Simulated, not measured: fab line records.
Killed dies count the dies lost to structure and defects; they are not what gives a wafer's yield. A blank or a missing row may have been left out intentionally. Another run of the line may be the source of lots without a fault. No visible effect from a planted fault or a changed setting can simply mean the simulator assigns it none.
The tool behind it: which one? / flow rit-cmos / 21 wafers from 7 lots sampled at 2 of the route's 202 steps

## WHAT THE GAUGES SHOWED, per wafer
RIT_FOX2_THK_MEAS_01.
lot=L241; measured=day 2 01:25; on=film-metro-03; FOX2_OXIDE_THK (nm)=361 359 361
lot=L243; measured=day 2 11:13; on=film-metro-04; FOX2_OXIDE_THK (nm)=358 354 354
lot=L246; measured=day 3 04:13; on=film-metro-02; FOX2_OXIDE_THK (nm)=534 532 538
lot=L248; measured=day 3 12:46; on=film-metro-04; FOX2_OXIDE_THK (nm)=359 363 362
lot=L257; measured=day 5 10:19; on=film-metro-03; FOX2_OXIDE_THK (nm)=350 348 351
lot=L261; measured=day 6 07:36; on=film-metro-02; FOX2_OXIDE_THK (nm)=356 354 350
lot=L263; measured=day 6 14:05; on=film-metro-03; FOX2_OXIDE_THK (nm)=355 349 353

## EACH LOT AND THE TOOL THAT RAN IT (in order: tool; ch and the chambers of the sampled wafers; start)
lot=L241; RIT_FOX2_OXIDATION_00=furnace-01 ch 0, day 2 00:05
lot=L243; RIT_FOX2_OXIDATION_00=furnace-03 ch 0, day 2 09:53
lot=L246; RIT_FOX2_OXIDATION_00=furnace-03 ch 0, day 3 00:59 and furnace-01 ch 0, day 3 02:53
lot=L248; RIT_FOX2_OXIDATION_00=furnace-01 ch 0, day 3 11:25
lot=L257; RIT_FOX2_OXIDATION_00=furnace-03 ch 0, day 5 09:00
lot=L261; RIT_FOX2_OXIDATION_00=furnace-04 ch 0, day 6 06:16
lot=L263; RIT_FOX2_OXIDATION_00=furnace-01 ch 0, day 6 12:46
- RIT_FOX2_OXIDATION_00: target thk 350.7 nm, ox time 1130 s.

## THE ANSWER, worked out from the rows above alone
Rule: the usual values come from the lots themselves. The widest of any qualifying gaps counts: lots, ordered by their means at a reading, are off when they make up no more than a third of the lots, leave a main group of 4 or more, and stand apart from it by 3 or more times the standard deviation of that group's means. The tables above print the reading to a certain number of digits; a main group whose means all agree to those digits is not used. Also off: a lot with no number at a reading for which 4 or more lots have one. The other lots that the step has rows for count as sound.
Off: L246, at RIT_FOX2_THK_MEAS_01 (FOX2_OXIDE_THK). Main group: mean 355 nm, sd 4.2.
If a tool, at a process step before that reading, ran all the lots that are off and no sound lot after the first of them, it fits. Gauges at RIT_FOX2_THK_MEAS_01: tried the same way as those tools. Of those tried, none fits.

## WHAT THE SIMULATOR HAD INSERTED
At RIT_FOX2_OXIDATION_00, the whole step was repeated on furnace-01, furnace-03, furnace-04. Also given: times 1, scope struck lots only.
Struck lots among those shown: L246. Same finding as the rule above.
